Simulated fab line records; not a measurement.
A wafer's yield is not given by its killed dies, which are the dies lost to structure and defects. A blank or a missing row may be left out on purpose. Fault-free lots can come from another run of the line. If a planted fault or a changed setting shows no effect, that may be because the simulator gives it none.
Which tool did it?	flow rit cmos	14 lots, 42 wafers sampled, at 3 steps of a route of 202

## WHAT THE GAUGES SHOWED, per wafer
RIT_PSD_TW_MEAS_10.
lot	measured	on	PSD_TW
L718	day 3 05:20	film metro-02	3414 3421 3425
L719	day 3 07:49	film metro-01	3433 3405 3409
L720	day 3 17:17	film metro-02	3403 3423 3412
L722	day 3 23:55	film metro-01	3404 3392 3412
L723	day 4 04:04	film metro-04	3410 3424 3425
L724	day 4 08:19	film metro-01	3423 3414 3428
L725	day 4 12:37	film metro-01	3572 3579 3578
L727	day 5 05:00	film metro-01	3609 3599 3614
L734	day 6 12:52	film metro-01	3432 3434 3443
L735	day 6 16:02	film metro-02	3413 3447 3417
L738	day 7 10:10	film metro-01	3389 3394 3412
L739	day 7 11:46	film metro-02	3447 3442 3464
L740	day 7 21:45	film metro-04	3389 3388 3385
L741	day 8 02:14	film metro-01	3399 3395 3397

RIT_SDANNEAL_RS_MEAS_04: a four-point-probe measurement.
lot	measured	on	PSD_RS (ohm/sq)
L718	day 3 05:49	film metro-01	115.8 115.4 115.6
L719	day 3 08:30	film metro-02	115.9 115.8 115.4
L720	day 3 17:47	film metro-01	115.1 115.1 115.5
L722	day 4 00:26	film metro-01	115.6 115.4 115.6
L723	day 4 04:33	film metro-02	115.8 115.7 115.6
L724	day 4 09:11	film metro-01	115.7 115.4 115.7
L725	day 4 13:07	film metro-04	104.2 104.0 104.2
L727	day 5 05:32	film metro-04	104.1 104.1 104.1
L734	day 6 13:25	film metro-01	115.9 115.4 115.5
L735	day 6 16:31	film metro-01	115.3 115.3 115.2
L738	day 7 10:41	film metro-02	116.1 115.6 116.0
L739	day 7 12:17	film metro-01	115.2 115.5 115.5
L740	day 7 22:32	film metro-01	115.5 115.2 115.4
L741	day 8 02:58	film metro-02	115.9 115.8 115.7

## WHAT TOOL EACH LOT RAN ON (gives the tool, then ch and the chambers of the sampled wafers, and finally the start)
lot	RIT_PSD_IMPLANT_08
L718	implanter-01 ch 0, day 3 05:01
L719	implanter-02 ch 0, day 3 07:29
L720	implanter-04 ch 0, day 3 16:58
L722	implanter-04 ch 0, day 3 23:35
L723	implanter-04 ch 0, day 4 03:44
L724	implanter-01 ch 0, day 4 07:59
L725	implanter-04 ch 0, day 4 12:17
L727	implanter-04 ch 0, day 5 04:41
L734	implanter-01 ch 0, day 6 12:32
L735	implanter-02 ch 0, day 6 15:42
L738	implanter-04 ch 0, day 7 09:51
L739	implanter-04 ch 0, day 7 11:26
L740	implanter-02 ch 0, day 7 21:28
L741	implanter-01 ch 0, day 8 01:55
- RIT_PSD_IMPLANT_08

## AS READ BY THE TOOLS THEMSELVES (means over the sampled wafers that have a number; for cases with no such wafer, the mark the record gives instead)
RIT_PSD_IMPLANT_08.
lot	tool	beam energy keV
L718	implanter-01	27.003
L719	implanter-02	26.984
L720	implanter-04	26.990
L722	implanter-04	27.005
L723	implanter-04	27.012
L724	implanter-01	27.015
L725	implanter-04	32.933
L727	implanter-04	32.936
L734	implanter-01	27.008
L735	implanter-02	26.990
L738	implanter-04	26.995
L739	implanter-04	26.992
L740	implanter-02	27.011
L741	implanter-01	27.005

## THE ANSWER, worked out from the rows above alone
Rule: the usual values come from the lots themselves. The widest of any qualifying gaps counts: lots, ordered by their means at a reading, are off when they make up no more than a third of the lots, leave a main group of 4 or more, and stand apart from it by 3 or more times the standard deviation of that group's means. Not used: any main group whose means are identical at the precision the tables above print for the reading. A lot without any number at a reading at which 4 lots or more have one is off too. All remaining lots with rows at the step are treated as sound. Order of review: gauges by route order, followed by the tools' own readings, for which a lot's mean as printed above is used. The first step at which some lot is off is used, and at that step the reading that is off furthest; a lot without a number counts as furthest.
Off: L725, L727, seen at RIT_PSD_TW_MEAS_10 (PSD_TW). For the main group the mean is 3416 and the standard deviation 17.
If a tool, at a process step before that reading, ran all the lots that are off and no sound lot after the first of them, it fits. Not tried: the gauges at RIT_PSD_TW_MEAS_10; whatever is off there is also off at RIT_SDANNEAL_RS_MEAS_04, on other tools, and gauge error can't account for it. No candidate that was tried fits.

## WHAT HAD BEEN PUT IN BY THE SIMULATOR
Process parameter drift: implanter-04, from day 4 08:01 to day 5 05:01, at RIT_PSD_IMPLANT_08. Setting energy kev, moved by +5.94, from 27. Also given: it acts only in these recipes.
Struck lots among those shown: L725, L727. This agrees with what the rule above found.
